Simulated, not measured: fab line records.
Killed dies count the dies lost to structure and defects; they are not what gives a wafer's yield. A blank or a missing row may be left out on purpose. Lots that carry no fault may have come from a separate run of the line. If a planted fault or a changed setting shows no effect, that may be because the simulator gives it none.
A lot that was struck, set against a sound lot    flow berkeley_cmos170    15 steps out of a route of 331
Sound: wafers L777.2, L777.3, L777.5. The struck wafers were L782.2, L782.5, L782.6. The cause comes at the end.
Each step with rows lists, per side, the tool, then ch with its chambers, then its first start. Under that, the readings that differ: sound wafers    struck wafers    difference of the means    sigmas: that difference in standard deviations of wafers without a fault.
alike: a reading whose means differ by less than 2 such deviations, as well as words and numbers matching on both sides. not compared: withheld readings; readings where some wafer has no value; bounds like >300 that might hide an equal value; numbers whose values overlap and for which the record gives no deviation.
Wherever a step has rows on one side only, a row that says differs or no value, or a row with sigmas, the two part there. Non-overlapping numbers with no deviation appear without sigmas and do not part them. A reading that every wafer of one side lacks parts them only if that side has two wafers or more.

UCB170_GATE_CD_MEAS_90: target cd 350 nm.
  sound on cd_sem-01, day 8 06:40; struck on cd_sem-01, day 8 22:50
  alike: cd_nm
then, 7 steps without rows for these wafers: UCB170_GATE_CLEAN_17 (cleans in SPM, time 600 s); UCB170_PLDD_HMDS_00 (prime time 60 s); UCB170_PLDD_COAT_01 (resist thk 900 nm); UCB170_PLDD_SOFTBAKE_02 (time 60 s); UCB170_PLDD_EXPOSE_03 (exposes mask PSELECT, target cd 1200 nm); UCB170_PLDD_PEB_04; UCB170_PLDD_DEVELOP_05 (develop time 45 s).
UCB170_PLDD_CD_MEAS_06: target cd 1200 nm.
  sound on cd_sem-02, day 8 08:02; struck on cd_sem-01, day 9 00:20
  alike: cd_nm
UCB170_PLDD_OVL_MEAS_07:
  sound on overlay-02, day 8 08:08; struck on overlay-02, day 9 00:26
  alike: PLDD_OVL
then, 2 steps without rows for these wafers: UCB170_PLDD_IMPLANT_08; UCB170_PLDD_IMPLANT_09.
UCB170_PLDD_STRIP_10: strips in O2.
  sound on plasma_asher-01 ch 0,1, day 8 08:28; struck on plasma_asher-03 ch 0,1, day 9 00:46
reading                       sound              struck             difference  sigmas
oes_product_au (a.u.)         0.730 0.731 0.733  0.678 0.672 0.683  -0.054      -12
overash_fraction              0.5 0.5 0.5        0.7 0.7 0.7        +0.2        
strip_time_to_endpoint_s (s)  21.45 21.39 21.37  21.56 21.59 21.59  +0.18       +2
  alike: drypump_motor_current_A
  not compared: rf_hours_counter_h
UCB170_PLDD_TW_MEAS_11:
  sound on film_metro-04, day 8 08:35; struck on film_metro-01, day 9 00:53
  alike: PLDD_TW
next, for these wafers, 1 step has no rows: UCB170_M3_PROBE_99.

== WHERE THEY PART ==
Only at UCB170_PLDD_STRIP_10, as far as this record shows. Later steps at which nothing parts them and some readings are alike: UCB170_PLDD_TW_MEAS_11.

WHY: what had been put in by the simulator
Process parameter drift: plasma_asher-03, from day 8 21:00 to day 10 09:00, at UCB170_PLDD_STRIP_10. From 0.5, the setting overash_fraction moved by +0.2. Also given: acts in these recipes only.
